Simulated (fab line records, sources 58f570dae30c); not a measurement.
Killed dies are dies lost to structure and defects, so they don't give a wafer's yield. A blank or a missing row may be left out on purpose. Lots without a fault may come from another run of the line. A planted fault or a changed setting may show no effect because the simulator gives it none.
Which tool did it? | flow berkeley_cmos170 | 14 lots, 42 wafers sampled, at 4 steps of a route of 331

WHAT THE GAUGES READ, wafer by wafer
UCB170_PSD_TW_MEAS_10.
lot  | measured     | on            | PSD_TW
L446 | day 7 17:17  | film_metro-03 | 2342 2342 2327
L445 | day 7 17:25  | film_metro-04 | 2283 2275 2284
L450 | day 8 07:43  | film_metro-01 | 2321 2296 2306
L448 | day 8 07:50  | film_metro-04 | 2288 2283 2277
L447 | day 8 08:01  | film_metro-01 | 2314 2307 2314
L453 | day 9 10:02  | film_metro-04 | 2288 2301 2296
L452 | day 9 10:19  | film_metro-01 | 2308 2309 2319
L456 | day 9 10:51  | film_metro-03 | 2350 2351 2340
L457 | day 9 16:25  | film_metro-04 | 2300 2306 2290
L459 | day 10 17:15 | film_metro-03 | 2335 2331 2340
L462 | day 10 22:44 | film_metro-03 | 2331 2315 2341
L464 | day 11 09:04 | film_metro-01 | 2757 2766 2752
L463 | day 11 09:07 | film_metro-03 | 2325 2335 2324
L466 | day 12 08:37 | film_metro-03 | 2784 2771 2772

UCB170_SDANNEAL_RS_MEAS_02: measures by four-point-probe.
lot  | measured     | on            | PSD_RS (ohm/sq)
L446 | day 7 23:49  | film_metro-03 | 75.59 75.37 75.30
L445 | day 8 00:14  | film_metro-04 | 75.73 75.57 75.44
L450 | day 8 11:31  | film_metro-01 | 75.48 75.57 75.54
L448 | day 8 11:44  | film_metro-03 | 75.63 76.07 75.76
L447 | day 8 11:38  | film_metro-04 | 75.24 75.28 75.39
L453 | day 9 13:12  | film_metro-04 | 75.57 75.42 75.64
L452 | day 9 13:43  | film_metro-03 | 75.85 76.07 76.25
L456 | day 9 14:15  | film_metro-03 | 75.45 75.55 75.45
L457 | day 9 19:13  | film_metro-04 | 75.24 75.07 75.48
L459 | day 10 20:04 | film_metro-01 | 75.80 75.83 75.82
L462 | day 11 02:05 | film_metro-03 | 75.60 75.46 75.53
L464 | day 11 13:37 | film_metro-03 | 54.95 55.11 54.83
L463 | day 11 13:38 | film_metro-04 | 75.65 75.62 75.40
L466 | day 12 13:03 | film_metro-03 | 54.89 54.97 54.95

WHICH TOOL RAN EACH LOT (tool, then ch and the chambers of the sampled wafers, then the start)
lot  | UCB170_PSD_IMPLANT_08           | UCB170_PSD_STRIP_09
L446 | implanter-03 ch 0, day 7 17:04  | plasma_asher-02 ch 0,1, day 7 17:11
L445 | implanter-03 ch 0, day 7 17:10  | plasma_asher-03 ch 0,1, day 7 17:19
L450 | implanter-04 ch 0, day 8 07:29  | plasma_asher-02 ch 1, day 8 07:37
L448 | implanter-01 ch 0, day 8 07:35  | plasma_asher-04 ch 0,1, day 8 07:44
L447 | implanter-03 ch 0, day 8 07:46  | plasma_asher-03 ch 0,1, day 8 07:55
L453 | implanter-01 ch 0, day 9 09:49  | plasma_asher-03 ch 0,1, day 9 09:56
L452 | implanter-03 ch 0, day 9 10:05  | plasma_asher-02 ch 0, day 9 10:13
L456 | implanter-03 ch 0, day 9 10:36  | plasma_asher-02 ch 0,1, day 9 10:45
L457 | implanter-01 ch 0, day 9 16:10  | plasma_asher-02 ch 0,1, day 9 16:19
L459 | implanter-03 ch 0, day 10 17:00 | plasma_asher-04 ch 0,1, day 10 17:09
L462 | implanter-01 ch 0, day 10 22:30 | plasma_asher-04 ch 0,1, day 10 22:38
L464 | implanter-03 ch 0, day 11 08:49 | plasma_asher-04 ch 0,1, day 11 08:58
L463 | implanter-01 ch 0, day 11 08:53 | plasma_asher-02 ch 0,1, day 11 09:00
L466 | implanter-03 ch 0, day 12 08:23 | plasma_asher-02 ch 0,1, day 12 08:31
- UCB170_PSD_IMPLANT_08
- UCB170_PSD_STRIP_09: strips in O2.

WHAT THE TOOLS THEMSELVES READ (means of the sampled wafers that have a number; where no wafer has one, the mark that the record gives instead)
UCB170_PSD_IMPLANT_08.
lot  | tool         | beam_on_s (s) | dose_ions_cm2 | faraday_current_uA
L446 | implanter-03 | 10.25         | 3e+15         | 9045
L445 | implanter-03 | 10.04         | 3e+15         | 9250
L450 | implanter-04 | 9.90          | 3e+15         | 9346
L448 | implanter-01 | 9.83          | 3e+15         | 9417
L447 | implanter-03 | 10.13         | 3e+15         | 9142
L453 | implanter-01 | 9.82          | 3e+15         | 9417
L452 | implanter-03 | 10.36         | 3e+15         | 8950
L456 | implanter-03 | 10.16         | 3e+15         | 9097
L457 | implanter-01 | 9.94          | 3e+15         | 9327
L459 | implanter-03 | 10.13         | 3e+15         | 9145
L462 | implanter-01 | 9.88          | 3e+15         | 9343
L464 | implanter-03 | 14.45         | 5e+15         | 11499
L463 | implanter-01 | 10.01         | 3e+15         | 9253
L466 | implanter-03 | 14.37         | 5e+15         | 11605

UCB170_PSD_STRIP_09.
lot  | tool            | drypump_motor_current_A (A) | oes_product_au (a.u.) | strip_time_to_endpoint_s (s)
L446 | plasma_asher-02 | 5.3                         | 0.599                 | 29.48
L445 | plasma_asher-03 | 5.3                         | 0.602                 | 29.38
L450 | plasma_asher-02 | 4.7                         | 0.598                 | 29.41
L448 | plasma_asher-04 | 6.0                         | 0.595                 | 29.29
L447 | plasma_asher-03 | 5.6                         | 0.598                 | 29.37
L453 | plasma_asher-03 | 5.3                         | 0.599                 | 29.38
L452 | plasma_asher-02 | 5.6                         | 0.604                 | 29.33
L456 | plasma_asher-02 | 5.0                         | 0.602                 | 29.41
L457 | plasma_asher-02 | 5.2                         | 0.601                 | 29.38
L459 | plasma_asher-04 | 5.9                         | 0.599                 | 29.32
L462 | plasma_asher-04 | 5.8                         | 0.602                 | 29.36
L464 | plasma_asher-04 | 6.0                         | 0.529                 | 36.25
L463 | plasma_asher-02 | 5.3                         | 0.599                 | 29.44
L466 | plasma_asher-02 | 5.0                         | 0.532                 | 36.30

THE ANSWER, worked out from the rows above alone
Rule: what is usual is taken from the lots themselves. Put in order of their means at a reading, lots are off if they are a third of the lots or fewer, leave a main group of 4 or more, and stand apart from it by a gap of 3 or more times the standard deviation of the main group's means; of several such gaps the widest counts. A main group whose means are all the same, to the digits that the tables above print for the reading, isn't used. A lot without any number at a reading at which 4 lots or more have one is off too. The other lots that the step has rows for count as sound. The gauges are gone through in route order, then the tools' own readings, and for those a lot's mean is taken as printed above. The first step at which some lot is off is used, and at that step the reading that is off furthest; a lot without a number counts as furthest.
Off: L464, L466, at UCB170_PSD_TW_MEAS_10 (PSD_TW). The main group: mean 2314, standard deviation 21.
A tool fits if, at a process step before that reading, it ran every lot that is off, and no sound lot after the first of them. The gauges at UCB170_PSD_TW_MEAS_10 aren't tried: what is off there is off at UCB170_PSD_IMPLANT_08 too, on other tools, and a gauge's error can't cause that. One fits: implanter-03 at UCB170_PSD_IMPLANT_08. Its last sound lot is L459 (day 10 17:00), its first lot that is off L464 (day 11 08:49): a fault that began between those two fits.
The tool's own readings at UCB170_PSD_IMPLANT_08 bear it out: on the lots that are off they differ by more than 5 times the standard deviation of the sound lots' means. beam_on_s reads 14.41 s there against 10.04 s on the sound lots; dose_ions_cm2 reads 5e+15 there against 3e+15 on the sound lots; faraday_current_uA reads 11552 there against 9228 on the sound lots.

WHAT THE SIMULATOR HAD PUT IN
Process parameter drift: implanter-03, from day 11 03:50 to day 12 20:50, at UCB170_PSD_IMPLANT_08. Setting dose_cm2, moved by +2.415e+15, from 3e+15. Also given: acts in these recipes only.
Lots struck among those shown: L464, L466. The rule above found the same.
